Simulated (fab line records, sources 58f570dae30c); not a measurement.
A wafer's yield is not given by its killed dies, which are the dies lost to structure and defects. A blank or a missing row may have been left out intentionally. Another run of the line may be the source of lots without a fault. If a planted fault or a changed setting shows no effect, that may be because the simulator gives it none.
The tool behind it: which one? :: flow berkeley cmos170 :: Sampling: 14 lots, 42 wafers, 4 of 331 route steps

## WHAT THE GAUGES READ, wafer by wafer
UCB170_ACTIVE_CD_MEAS_13 targets a cd of 1200 nm. Usual: cd nm at 1199.8 nm, with a standard deviation of 1.3.
lot: L444
measured: day 4 20:56
on: cd sem-01
cd nm (nm): 1198.7 1199.5 1198.3
flag: 

lot: L447
measured: day 5 22:25
on: cd sem-01
cd nm (nm): 1199.4 1198.9 1199.3
flag: 

lot: L449
measured: day 5 22:36
on: cd sem-02
cd nm (nm): 1197.7 1198.2 1198.9
flag: 

lot: L450
measured: day 6 05:08
on: cd sem-02
cd nm (nm): 1200.7 1200.8 1199.8
flag: 

lot: L454
measured: day 6 17:50
on: cd sem-02
cd nm (nm): 1198.7 1198.6 1199.1
flag: 

lot: L455
measured: day 7 07:28
on: cd sem-01
cd nm (nm): 1200.4 1200.8 1200.1
flag: 

lot: L458
measured: day 7 07:44
on: cd sem-02
cd nm (nm): 1198.5 1200.1 1197.4
flag: 

lot: L459
measured: day 7 22:19
on: cd sem-01
cd nm (nm): - - -
flag: OFF

lot: L460
measured: day 7 22:44
on: cd sem-01
cd nm (nm): - - -
flag: OFF

lot: L462
measured: day 8 08:25
on: cd sem-01
cd nm (nm): 1199.8 1199.6 1200.0
flag: 

lot: L464
measured: day 9 00:14
on: cd sem-02
cd nm (nm): 1200.8 1200.3 1200.0
flag: 

lot: L465
measured: day 9 10:41
on: cd sem-02
cd nm (nm): 1199.0 1198.2 1198.1
flag: 

lot: L466
measured: day 9 10:58
on: cd sem-01
cd nm (nm): 1199.8 1200.1 1200.4
flag: 

lot: L467
measured: day 9 18:44
on: cd sem-02
cd nm (nm): 1197.5 1198.7 1196.6
flag: 

UCB170_M1_OVL_MEAS_10. Usual: for M1_OVL the level is 1 nm and the standard deviation is 4.9.
lot: L444
measured: day 8 00:10
on: overlay-01
M1_OVL (nm): 4 1 2
flag: 

lot: L447
measured: day 9 06:22
on: overlay-01
M1_OVL (nm): -1 11 8
flag: 

lot: L449
measured: day 9 06:05
on: overlay-02
M1_OVL (nm): 8 6 5
flag: 

lot: L450
measured: day 9 17:31
on: overlay-02
M1_OVL (nm): -1 1 2
flag: 

lot: L454
measured: day 9 18:35
on: overlay-02
M1_OVL (nm): -2 -2 -4
flag: 

lot: L455
measured: day 10 22:58
on: overlay-01
M1_OVL (nm): 1 -4 4
flag: 

lot: L458
measured: day 10 23:19
on: overlay-02
M1_OVL (nm): 3 -2 0
flag: 

lot: L462
measured: day 12 03:40
on: overlay-01
M1_OVL (nm): 7 -2 -11
flag: 

lot: L464
measured: day 12 16:21
on: overlay-01
M1_OVL (nm): 10 1 4
flag: 

lot: L465
measured: day 12 18:07
on: overlay-01
M1_OVL (nm): 4 -9 -2
flag: 

lot: L466
measured: day 12 17:37
on: overlay-01
M1_OVL (nm): -2 7 5
flag: 

lot: L467
measured: day 13 11:58
on: overlay-02
M1_OVL (nm): 10 6 1
flag: 

## EACH LOT AND THE TOOL THAT RAN IT (in order: tool; ch and the chambers of the sampled wafers; start)
lot: L444
UCB170_ACTIVE_PEB_11: litho track-02 ch 0, day 4 20:40
UCB170_GATE_ETCH_14: rie diel-02 ch 1,2,3, day 6 23:12

lot: L447
UCB170_ACTIVE_PEB_11: litho track-02 ch 0, day 5 22:08
UCB170_GATE_ETCH_14: rie diel-04 ch 0,1,2, day 8 05:38

lot: L449
UCB170_ACTIVE_PEB_11: litho track-01 ch 0, day 5 22:19
UCB170_GATE_ETCH_14: rie diel-01 ch 0,1,2, day 8 05:55

lot: L450
UCB170_ACTIVE_PEB_11: litho track-04 ch 0, day 6 04:51
UCB170_GATE_ETCH_14: rie diel-02 ch 0,1,2, day 8 13:35

lot: L454
UCB170_ACTIVE_PEB_11: litho track-01 ch 0, day 6 17:34
UCB170_GATE_ETCH_14: rie diel-01 ch 0,2, day 8 19:06

lot: L455
UCB170_ACTIVE_PEB_11: litho track-02 ch 0, day 7 07:11
UCB170_GATE_ETCH_14: rie diel-02 ch 0,1,2, day 9 19:10

lot: L458
UCB170_ACTIVE_PEB_11: litho track-04 ch 0, day 7 07:27
UCB170_GATE_ETCH_14: rie diel-02 ch 1,2,3, day 9 19:44

lot: L459
UCB170_ACTIVE_PEB_11: litho track-04, day 7 22:02
UCB170_GATE_ETCH_14: -

lot: L460
UCB170_ACTIVE_PEB_11: litho track-01, day 7 22:28
UCB170_GATE_ETCH_14: -

lot: L462
UCB170_ACTIVE_PEB_11: litho track-04 ch 0, day 8 08:08
UCB170_GATE_ETCH_14: rie diel-02 ch 2,3, day 11 00:20

lot: L464
UCB170_ACTIVE_PEB_11: litho track-01 ch 0, day 8 23:58
UCB170_GATE_ETCH_14: rie diel-02 ch 0,1,3, day 11 14:37

lot: L465
UCB170_ACTIVE_PEB_11: litho track-01 ch 0, day 9 10:25
UCB170_GATE_ETCH_14: rie diel-01 ch 2,3, day 11 19:10

lot: L466
UCB170_ACTIVE_PEB_11: litho track-02 ch 0, day 9 10:41
UCB170_GATE_ETCH_14: rie diel-04 ch 1,2, day 11 14:58

lot: L467
UCB170_ACTIVE_PEB_11: litho track-01 ch 0, day 9 18:29
UCB170_GATE_ETCH_14: rie diel-01 ch 0,1,2, day 12 11:48
- UCB170_ACTIVE_PEB_11
- UCB170_GATE_ETCH_14: etches BARC in N2/H2.

## AS READ BY THE TOOLS THEMSELVES (means over the sampled wafers that have a number; for cases with no such wafer, the mark the record gives instead)
UCB170_ACTIVE_PEB_11. Usual: chill plate temp C 22.99 C, standard deviation 0.12; exhaust pa 45.0 Pa, standard deviation 0.78; resist line temp C 23.02 C, standard deviation 0.098.
lot: L444
tool: litho track-02
chill plate temp C (C): 23.02
exhaust pa (Pa): 44.9
resist line temp C (C): 23.02
flag: 

lot: L447
tool: litho track-02
chill plate temp C (C): 22.97
exhaust pa (Pa): 44.8
resist line temp C (C): 23.01
flag: 

lot: L449
tool: litho track-01
chill plate temp C (C): 23.06
exhaust pa (Pa): 45.2
resist line temp C (C): 23.13
flag: 

lot: L450
tool: litho track-04
chill plate temp C (C): 22.94
exhaust pa (Pa): 44.6
resist line temp C (C): 23.02
flag: 

lot: L454
tool: litho track-01
chill plate temp C (C): 22.99
exhaust pa (Pa): 44.9
resist line temp C (C): 23.11
flag: 

lot: L455
tool: litho track-02
chill plate temp C (C): 23.07
exhaust pa (Pa): 45.9
resist line temp C (C): 23.11
flag: 

lot: L458
tool: litho track-04
chill plate temp C (C): 22.99
exhaust pa (Pa): 43.8
resist line temp C (C): 22.89
flag: 

lot: L459
tool: litho track-04
chill plate temp C (C): -
exhaust pa (Pa): -
resist line temp C (C): -
flag: OFF

lot: L460
tool: litho track-01
chill plate temp C (C): -
exhaust pa (Pa): -
resist line temp C (C): -
flag: OFF

lot: L462
tool: litho track-04
chill plate temp C (C): 22.83
exhaust pa (Pa): 44.7
resist line temp C (C): 22.96
flag: 

lot: L464
tool: litho track-01
chill plate temp C (C): 23.07
exhaust pa (Pa): 44.8
resist line temp C (C): 23.03
flag: 

lot: L465
tool: litho track-01
chill plate temp C (C): 22.90
exhaust pa (Pa): 44.2
resist line temp C (C): 23.06
flag: 

lot: L466
tool: litho track-02
chill plate temp C (C): 23.04
exhaust pa (Pa): 44.7
resist line temp C (C): 23.09
flag: 

lot: L467
tool: litho track-01
chill plate temp C (C): 22.93
exhaust pa (Pa): 45.0
resist line temp C (C): 23.04
flag: 

UCB170_GATE_ETCH_14. Usual: drypump motor current A 5.91 A, standard deviation 0.22; oes product au 1.000 a.u., standard deviation 0.017; rf fwd power W 494.6 W, standard deviation 2.4; throttle valve pct 13.32 %, standard deviation 0.2.
lot: L444
tool: rie diel-02
drypump motor current A (A): 5.94
oes product au (a.u.): 0.999
rf fwd power W (W): 495.3
throttle valve pct (%): 13.27
flag: 

lot: L447
tool: rie diel-04
drypump motor current A (A): 6.05
oes product au (a.u.): 0.996
rf fwd power W (W): 495.8
throttle valve pct (%): 13.36
flag: 

lot: L449
tool: rie diel-01
drypump motor current A (A): 5.97
oes product au (a.u.): 0.993
rf fwd power W (W): 494.8
throttle valve pct (%): 13.42
flag: 

lot: L450
tool: rie diel-02
drypump motor current A (A): 5.86
oes product au (a.u.): 1.005
rf fwd power W (W): 493.8
throttle valve pct (%): 13.24
flag: 

lot: L454
tool: rie diel-01
drypump motor current A (A): 5.87
oes product au (a.u.): 0.990
rf fwd power W (W): 495.5
throttle valve pct (%): 13.40
flag: 

lot: L455
tool: rie diel-02
drypump motor current A (A): 5.85
oes product au (a.u.): 1.006
rf fwd power W (W): 495.9
throttle valve pct (%): 13.26
flag: 

lot: L458
tool: rie diel-02
drypump motor current A (A): 5.94
oes product au (a.u.): 1.002
rf fwd power W (W): 496.9
throttle valve pct (%): 13.29
flag: 

lot: L462
tool: rie diel-02
drypump motor current A (A): 5.97
oes product au (a.u.): 0.994
rf fwd power W (W): 495.3
throttle valve pct (%): 13.41
flag: 

lot: L464
tool: rie diel-02
drypump motor current A (A): 5.86
oes product au (a.u.): 0.998
rf fwd power W (W): 494.3
throttle valve pct (%): 13.10
flag: 

lot: L465
tool: rie diel-01
drypump motor current A (A): 6.01
oes product au (a.u.): 0.998
rf fwd power W (W): 494.1
throttle valve pct (%): 13.28
flag: 

lot: L466
tool: rie diel-04
drypump motor current A (A): 6.02
oes product au (a.u.): 0.991
rf fwd power W (W): 495.3
throttle valve pct (%): 13.40
flag: 

lot: L467
tool: rie diel-01
drypump motor current A (A): 5.95
oes product au (a.u.): 0.986
rf fwd power W (W): 494.4
throttle valve pct (%): 13.42
flag: 

## THE ANSWER, worked out from the rows above alone
Rule: lot off if the mean of its wafers having a number is beyond 3 standard deviations from the usual mean. A lot without any number at a reading at which 4 lots or more have one is off too. All remaining lots with rows at the step are treated as sound. The gauges are gone through in route order, then the tools' own readings, and for those a lot's mean is taken as printed above. The first step at which some lot is off is used, and at that step the reading that is off furthest; a lot without a number counts as furthest.
Off, at UCB170_ACTIVE_CD_MEAS_13 on cd nm: L459, L460. Without a number there: L459, L460.
A tool fits if, at a process step before that reading, it ran every lot that is off, and no sound lot after the first of them. The gauges at UCB170_ACTIVE_CD_MEAS_13 aren't tried: what is off there is off at UCB170_ACTIVE_PEB_11 too, on other tools, and a gauge's error can't cause that. No candidate that was tried fits.

## WHAT THE SIMULATOR PUT IN
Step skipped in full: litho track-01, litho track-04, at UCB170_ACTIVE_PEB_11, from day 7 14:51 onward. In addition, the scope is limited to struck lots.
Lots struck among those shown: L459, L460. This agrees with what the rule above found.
